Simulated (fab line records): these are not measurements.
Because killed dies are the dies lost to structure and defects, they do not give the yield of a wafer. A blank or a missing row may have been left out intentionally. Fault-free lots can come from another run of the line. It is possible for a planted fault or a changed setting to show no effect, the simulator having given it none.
fab line records -- flow ritCmos
record: lots: 5, wafers: 23
route steps=202 shown M1@195
startH: the number of hours between the record's first day and the start of the first shown wafer of the lot -- waitH: hours since the lot's step before -- " unchanged from the row above -- L1.1+2: a row that stands for several wafers -- - either no value or no given start -- * or withheld: withheld -- < > ~ a bound
route shown NAME@n: NAME is a module with steps in the file, n the number in the route of the first one -- usual: the fault-free wafers' mean and standard deviation -- same: alike in all rows -- chamber/n: place in a boat -- sites: each site's reading -- _std_site: how widely they spread, as a standard deviation -- _edge_site: inner sites' mean taken away from outer sites' mean -- radiusMm: how far each site lies from the wafer's centre -- mask NAME#n: copy n -- behind: the last tool/chamber to shape the wafer -- hold: why the lot was held/for how many hours/how that ended -- device: transistor that didn't switch, given as n, p or np -- end of line: tests of these same wafers at the route's end -- where a step has no rows: the recipe by itself -- killed: not the wafer's yield, but the dies lost to structure and defects at the first sort -- map: the dies of a wafer, with x for killed, . for not killed, _ for no die there
set.NAME: the setting as run; set.NAME@STEP: as run at that earlier step -- model.NAME: the simulator's own value behind a step, which no gauge read
lots whose settings were changed on purpose; a table a step, a row a wafer
== steps ==
step: RIT_M1_HARDBAKE_11
recipe: resist: NOVOLAK, tempC: 140, timeS: 120
lot.wafer,tool,chamber,startH,waitH,set.tempC
L074.1+6,lithoTrack-04,0,56.73,0.0,137.1
L074.2+3+5,lithoTrack-04,0,56.73,0.0,140
L075.2+3+4+5+6,lithoTrack-03,0,60.78,0.1,140
L076.1+5+6,lithoTrack-04,0,64.93,0.0,140
L076.2+4,lithoTrack-04,0,64.93,0.0,143.9
L078.1+4+5,lithoTrack-04,0,74.95,0.0,140
L084.1+2+4+5+6,lithoTrack-03,0,106.99,0.0,140
step: RIT_M1_METAL_ETCH_12
recipe: stopOn: SiO2, chemistry: Cl2/BCl3, target: Al, timeS: 165, overEtchFrac: 0.5, pressureMtorr: 100, targetDepthA: 6000, rfW: 250, Cl2_flow_sccm: 60, bcl3FlowSccm: 50
usual: oesProductAu: 0.768/0.0084
lot.wafer,tool,chamber,startH,waitH,set.timeS@M1_SPUTTER_00,oesProductAu
L074.1,rieMetal-01,1,56.98,0.2,500,0.760
L074.2,rieMetal-01,0,56.98,0.2,544.9,0.825
L074.3,rieMetal-01,1,56.98,0.2,544.9,0.803
L074.5,rieMetal-01,1,56.98,0.2,500,0.763
L074.6,rieMetal-01,0,56.98,0.2,500,0.771
L075.2,rieMetal-03,0,60.99,0.2,556.9,0.826
L075.3,rieMetal-03,0,60.99,0.2,500,0.775
L075.4,rieMetal-03,1,60.99,0.2,556.9,0.829
L075.5,rieMetal-03,1,60.99,0.2,556.9,0.828
L075.6,rieMetal-03,0,60.99,0.2,500,0.770
L076.1,rieMetal-02,1,65.18,0.2,551.1,0.815
L076.2,rieMetal-02,0,65.18,0.2,500,0.760
L076.4,rieMetal-02,0,65.18,0.2,551.1,0.798
L076.5,rieMetal-02,0,65.18,0.2,500,0.759
L076.6,rieMetal-02,1,65.18,0.2,500,0.767
L078.1,rieMetal-03,0,75.20,0.2,500,0.763
L078.4,rieMetal-03,0,75.20,0.2,500,0.763
L078.5,rieMetal-03,0,75.20,0.2,500,0.762
L084.1,rieMetal-03,0,107.24,0.2,500,0.768
L084.2,rieMetal-03,1,107.24,0.2,520.6,0.788
L084.4,rieMetal-03,0,107.24,0.2,500,0.761
L084.5,rieMetal-03,1,107.24,0.2,520.6,0.785
L084.6,rieMetal-03,0,107.24,0.2,520.6,0.788
step: RIT_M1_STRIP_13
recipe: chemistry: nmp, resist: NOVOLAK, tempC: 80, timeS: 600, dry: n2Spin
step: RIT_M1_STRIP_14
recipe: chemistry: O2, timeS: 180, platenTempC: withheld, powerW: 500, pressureMtorr: 4000, o2FlowSccm: 4000
step: RIT_M1_ANNEAL_15
recipe: tempC: 450, timeS: 1800, ambient: forming_gas_H2N2
step: RIT_M1_PROBE_99
lot.wafer,tool,chamber,startH,waitH,set.doseMj@GATE_EXPOSE_13,model.etest.nmos_0p15.driveUaUm,model.etest.pmos_0p15.driveUaUm,model.etest.npolyLine.lineOhmUm,model.etest.ppolyLine.lineOhmUm,model.etest.nmosTurned.driveUaUm,model.etest.pmosTurned.rOnOhmUm
L074.1,prober-02,-,59.23,0.1,355.5,351,186.8,118.5,112.7,272.9,4266
L074.2,prober-02,-,59.28,0.1,380,456.8,255.9,158.6,154.6,321.3,3368
L074.3,prober-02,-,59.33,0.2,355.5,360,187.7,115,113.7,275.9,4265
L074.5,prober-02,-,59.43,0.2,380,456,250.9,157.4,151.6,315.9,3441
L074.6,prober-02,-,59.48,0.2,355.5,362.4,192.6,122,116.3,273.4,4232
L075.2,prober-01,-,63.29,0.1,380,460.4,246.3,162.6,156.2,317.4,3533
L075.3,prober-01,-,63.34,0.2,380,451,244.2,151.7,146.8,321.9,3469
L075.4,prober-01,-,63.39,0.2,407.7,649.5,376.5,251.8,244.7,418.2,2661
L075.5,prober-01,-,63.44,0.2,407.7,661.2,379.9,248.8,245.8,427.6,2653
L075.6,prober-01,-,63.49,0.2,407.7,660,384.4,256.7,247.7,428.9,2595
L076.1,prober-02,-,67.74,0.1,380,482.8,262.8,169.1,162.4,353,3280
L076.2,prober-02,-,67.79,0.1,380,480,257.2,162.4,160.7,355,3324
L076.4,prober-02,-,67.89,0.2,380,465.3,248.1,163.2,159.9,341.8,3465
L076.5,prober-02,-,67.94,0.2,380,464.5,250.6,165.8,160,343.7,3395
L076.6,prober-02,-,67.99,0.2,380,471.7,252.5,168.5,163.3,350.4,3385
L078.1,prober-02,-,79.56,0.1,380,467.3,264.3,165.8,158.3,322.9,3387
L078.4,prober-02,-,79.71,0.2,380,472.1,266,165.6,157.5,323.9,3332
L078.5,prober-02,-,79.76,0.2,380,476.5,268.2,168.3,161,326.9,3271
L084.1,prober-02,-,110.67,0.1,380,461.3,261.3,164.2,156.6,310.7,3386
L084.2,prober-02,-,110.72,0.1,380,436.3,248.7,163.3,155.3,297.8,3520
L084.4,prober-02,-,110.82,0.2,380,451.8,257.4,164.6,156.4,302.4,3406
L084.5,prober-02,-,110.87,0.2,380,455.2,257.5,168.1,162.5,310.8,3371
L084.6,prober-02,-,110.92,0.2,380,457.6,260.6,162.4,153.5,316.4,3351
killed by level:class
L078.1 REOX:geometricParticle:short=1 REOX:geometricParticle:open=1 SILICIDE:geometricParticle:open=1
L078.4 GATE:geometricParticle:short=1 GATE:geometricParticle:open=1
L078.5 GATE:geometricParticle:open=1 GATE:geometricParticle:short=1 REOX:geometricParticle:short=1 SILICIDE:geometricParticle:short=1
== key ==
split: step: RIT_M1_HARDBAKE_11, setting: tempC, stated: 140, by: wafer
response none clear
split outsideThisFile step=RIT_GATE_EXPOSE_13 setting=doseMj
split outsideThisFile step=RIT_M1_SPUTTER_00 setting=timeS
split outsideThisFile: this setting was split too, and the file shows its column; the key of that split is in another file
